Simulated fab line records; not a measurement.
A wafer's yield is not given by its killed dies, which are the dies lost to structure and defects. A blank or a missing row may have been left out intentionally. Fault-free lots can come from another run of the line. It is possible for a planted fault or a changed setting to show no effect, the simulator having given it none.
Problem report in the 8D (eight disciplines) form, filled by code -- flow rit cmos -- the parts of the form that need people (team, actions taken, sign-off) are left out

1. THE ISSUE
Mean of spin speed rpm at RIT_PRETRO_COAT_01: 1965.8 rpm across 6 wafers in 2 lots; on wafers with no fault it is 2000.0 rpm (standard deviation 1.3). Relative to the usual mean, that is a shift of -26 standard deviations.
The step: resist thk 1300 nm.
Earliest sighting: wafer L949.1 on litho track-02 at day 6 09:59. Wafers with a number at this step in the record: 42, from 14 lots. The rule behind "out" and "out of limits": a value lying over 4 standard deviations away from the usual mean. The other wafers with a number count as sound.

2. WHAT IT IS; WHAT IT IS NOT
question,is,is not
which readings at this step,spin speed rpm,chill plate temp C
which lots,"L949, L951","L930, L931, L932, L935, L936, L937, L938, L940, L941, L942, L943, L952"
which wafers of those lots,all that have a number,-
read on which tools,litho track-02,"litho track-01, litho track-03"
when,from day 6 09:59,up to then (33 sound wafers); but 3 sound wafers of L952 came after

3. WHAT RULES OUT EACH SUSPECT
Counting: any tool at a process step up to the reading is kept as a suspect provided that every lot that is out went through it and no sound lot did after the first of them.
- litho track-02 at RIT_PRETRO_COAT_01 (resist thk 1300 nm): kept. All lots that are out passed through it, beginning with L949 at day 6 09:59, and no sound lot followed; its final sound lot before that point was L942 at day 4 23:32. Out on those wafers are its own readings of spin speed rpm.
Left after counting: litho track-02 at RIT_PRETRO_COAT_01.

4. THE CAUSE (what the simulator had put in)
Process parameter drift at RIT_PRETRO_COAT_01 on litho track-02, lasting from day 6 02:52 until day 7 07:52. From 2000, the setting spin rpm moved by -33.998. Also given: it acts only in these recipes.
After counting, this tool was the only one left.

5. THE CHAIN OF EFFECTS, in route order
Each row: a reading where the mean over the struck wafers with a number is more than 3 standard deviations away from the usual. Readings are gone through only where the record gives a usual standard deviation; hours: the median, over the lots, of the time from a lot's start at the first step in this table giving one to that lot's start at this step; sigmas: the change measured in usual standard deviations.
hours,step,reading,usual,on struck wafers,change,sigmas
0,RIT_PRETRO_COAT_01,spin speed rpm,2000.0 rpm,1965.8,-34.2,-26
Its process steps:
- RIT_PRETRO_COAT_01: resist thk 1300 nm.

6. HOW IT WOULD HAVE BEEN CAUGHT EARLIER
In this record no reading fell out of limits until day 6 09:59, 7 hours after the fault had begun at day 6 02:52.
